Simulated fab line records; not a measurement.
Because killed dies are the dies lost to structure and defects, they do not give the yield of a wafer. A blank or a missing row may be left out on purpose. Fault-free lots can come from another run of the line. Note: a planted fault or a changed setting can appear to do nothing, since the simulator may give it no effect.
A lot that was struck, set against a sound lot :: flow ritCmos :: 44 steps out of a route of 202
Sound: wafers L902.1, L902.3, L902.4. Struck: wafers L915.2, L915.3, L915.4. Last of all comes the cause.
Each step with rows lists, per side, the tool, then ch with its chambers, then its first start. Under that, the readings that differ: sound wafers :: struck wafers :: difference of the means :: sigmas: that difference in standard deviations of wafers without a fault.
alike: readings with means less than 2 such deviations apart, plus words and numbers identical on both sides. not compared: withheld readings, readings lacking a value on some wafer, bounds such as >300 that could conceal the same value, and numbers that have no deviation in the record and whose values overlap.
A row with sigmas, a row that says differs or no value, or rows on one side alone: a step with any of these is where the two part. Non-overlapping numbers with no deviation appear without sigmas and do not part them. Lack of a reading on every wafer of one side parts them only where that side has two or more wafers.

first, 3 steps without rows for these wafers: RIT_REOX_CLEAN_01 (cleans in dHF, time 30 s); RIT_REOX_CLEAN_02 (cleans in SC2, time 600 s); RIT_REOX_OXIDATION_03 (target thk 25.2 nm, ox time 5580 s).
RIT_REOX_THK_MEAS_04:
  sound: filmMetro-01 at day 3 10:36; struck: filmMetro-02 at day 6 10:35
reading: REOX_OXIDE_THK (nm)
sound: 24.2 24.4 24.2
struck: 25.7 25.8 25.8
difference: +1.5
sigmas: +2
then, 6 steps without rows for these wafers: RIT_NLDD_HMDS_00 (prime time 60 s); RIT_NLDD_COAT_01 (resist thk 1000 nm); RIT_NLDD_SOFTBAKE_02 (time 60 s); RIT_NLDD_EXPOSE_03 (exposes mask M7, target cd 40700 nm); RIT_NLDD_PEB_04; RIT_NLDD_DEVELOP_05 (develop time 50 s).
RIT_NLDD_OVL_MEAS_06:
  sound: overlay-02 at day 3 11:46; struck: overlay-01 at day 6 11:47
  alike: NLDD_OVL
then, 1 step without rows for these wafers: RIT_NLDD_HARDBAKE_07 (time 60 s).
RIT_NLDD_IMPLANT_08:
  sound on implanter-03 ch 0, day 3 11:56; struck on implanter-02 ch 0, day 6 11:59
RIT_NLDD_STRIP_09: strips in O2, time 180 s.
  sound on plasmaAsher-01 ch 0,1, day 3 12:05; struck on plasmaAsher-04 ch 0,1, day 6 12:07
  alike: chamberPressureMTorr, drypumpMotorCurrentA
  not compared: rfHoursCounterH
RIT_NLDD_TW_MEAS_10:
  sound: filmMetro-03 at day 3 12:16; struck: filmMetro-01 at day 6 12:17
reading: NLDD_TW
sound: 2500 2500 2505
struck: 2501 2430 2481
difference: -31
sigmas: -3
then, 6 steps without rows for these wafers: RIT_PLDD_HMDS_00 (prime time 60 s); RIT_PLDD_COAT_01 (resist thk 1000 nm); RIT_PLDD_SOFTBAKE_02 (time 60 s); RIT_PLDD_EXPOSE_03 (exposes mask M8, target cd 40900 nm); RIT_PLDD_PEB_04; RIT_PLDD_DEVELOP_05 (develop time 50 s).
RIT_PLDD_OVL_MEAS_06:
  sound: overlay-02 at day 3 13:11; struck: overlay-01 at day 6 13:26
  alike: PLDD_OVL
then, 2 steps without rows for these wafers: RIT_PLDD_HARDBAKE_07 (time 60 s); RIT_PLDD_IMPLANT_08.
RIT_PLDD_STRIP_09: strips in O2, time 180 s.
  sound on plasmaAsher-03 ch 0,1, day 3 13:31; struck on plasmaAsher-02 ch 0,1, day 6 13:50
  alike: chamberPressureMTorr, drypumpMotorCurrentA
  not compared: rfHoursCounterH
RIT_PLDD_TW_MEAS_10:
  sound: filmMetro-03 at day 3 13:41; struck: filmMetro-01 at day 6 14:01
  alike: PLDD_TW
then, 4 steps without rows for these wafers: RIT_SPACER_CLEAN_00 (cleans in SC1, time 600 s); RIT_SPACER_CLEAN_01 (cleans in dHF, time 30 s); RIT_SPACER_CLEAN_02 (cleans in SC2, time 600 s); RIT_SPACER_CVD_03 (deposits Si3N4 from SiH2Cl2/NH3, target thk 250 nm, time 3300 s).
RIT_SPACER_THK_MEAS_04:
  sound: filmMetro-03 at day 3 16:03; struck: filmMetro-02 at day 6 16:23
  alike: SPACER_NITRIDE_THK
RIT_SPACER_ETCHBACK_05: etches Si3N4 in SF6/CHF3, stops on SiO2, target depth 250 nm, time 240 s.
  sound on rieDiel-03 ch 0,2,3, day 3 16:07; struck on rieDiel-03 ch 0,1,2, day 6 16:26
  alike: CHF3_flow_sccm, chamberPressureMTorr, drypumpMotorCurrentA, oesProductAu, throttleValvePct
  not compared: rfHoursCounterH
then, 6 steps without rows for these wafers: RIT_NSD_HMDS_00 (prime time 60 s); RIT_NSD_COAT_01 (resist thk 1000 nm); RIT_NSD_SOFTBAKE_02 (time 60 s); RIT_NSD_EXPOSE_03 (exposes mask M9, target cd 40700 nm); RIT_NSD_PEB_04; RIT_NSD_DEVELOP_05 (develop time 50 s).
RIT_NSD_OVL_MEAS_06:
  sound: overlay-02 at day 3 17:14; struck: overlay-01 at day 6 17:26
  alike: NSD_OVL
then, 2 steps without rows for these wafers: RIT_NSD_HARDBAKE_07 (time 60 s); RIT_NSD_IMPLANT_08.
RIT_NSD_STRIP_09: strips in O2, time 180 s.
  sound on plasmaAsher-02 ch 0,1, day 3 17:34; struck on plasmaAsher-03 ch 0,1, day 6 17:46
  alike: chamberPressureMTorr, drypumpMotorCurrentA
  not compared: rfHoursCounterH
RIT_SDANNEAL_RS_MEAS_07: a four-point-probe measurement.
  sound: filmMetro-01 at day 3 20:25; struck: filmMetro-02 at day 6 20:31
reading: NLDD_RS (ohm/sq)
sound: 152.6 152.4 152.8
struck: - - -
difference: no value on the struck wafers
sigmas: 
RIT_M1_PROBE_99:
  sound: prober-02 at day 4 03:37; struck: prober-01 at day 7 04:43
reading: killedAtFrontEnd
sound: 4 5 6
struck: 11 10 14
difference: +7
sigmas: +2

reading: killedOpen
sound: 2 2 2
struck: 5 6 9
difference: +5
sigmas: +2

reading: model.etest.nmosTurned.driveUaUm
sound: 339.5 336.9 328.9
struck: 451.5 475.9 455.4
difference: +125.8
sigmas: 

reading: model.etest.nmos_0p15.rOnOhmUm
sound: 1159 1111 1140
struck: 1065 1046 1068
difference: -77
sigmas: 

reading: model.etest.nmos_0p3.rOnOhmUm
sound: 2175 2154 2190
struck: 2102 2074 2087
difference: -85
sigmas: 

reading: model.etest.nmos_0p15.driveUaUm
sound: 474.4 471.7 457.2
struck: 489.3 494.8 482.1
difference: +21.0
sigmas: 

reading: model.etest.retroEdgeNmos.offLog10AUm
sound: -9.896 -9.848 -10.18
struck: -9.612 -9.422 -9.783
difference: +0.369
sigmas: 

reading: model.etest.nmos_0p15.offLog10AUm
sound: -9.978 -9.992 -10.3
struck: -9.709 -9.482 -9.9
difference: +0.393
sigmas: 

reading: model.etest.nmosTurned.isubLog10AUm
sound: -7.113 -7.091 -7.13
struck: -7.038 -6.918 -6.961
difference: +0.139
sigmas: 
  alike: killedAtContacts, killedDies, killedShort
  not compared: model.etest.ring.quietLog10A

## WHERE THEY PART
Last at RIT_M1_PROBE_99 as far as this record goes, first at RIT_REOX_THK_MEAS_04.

WHY: whatever the simulator had introduced
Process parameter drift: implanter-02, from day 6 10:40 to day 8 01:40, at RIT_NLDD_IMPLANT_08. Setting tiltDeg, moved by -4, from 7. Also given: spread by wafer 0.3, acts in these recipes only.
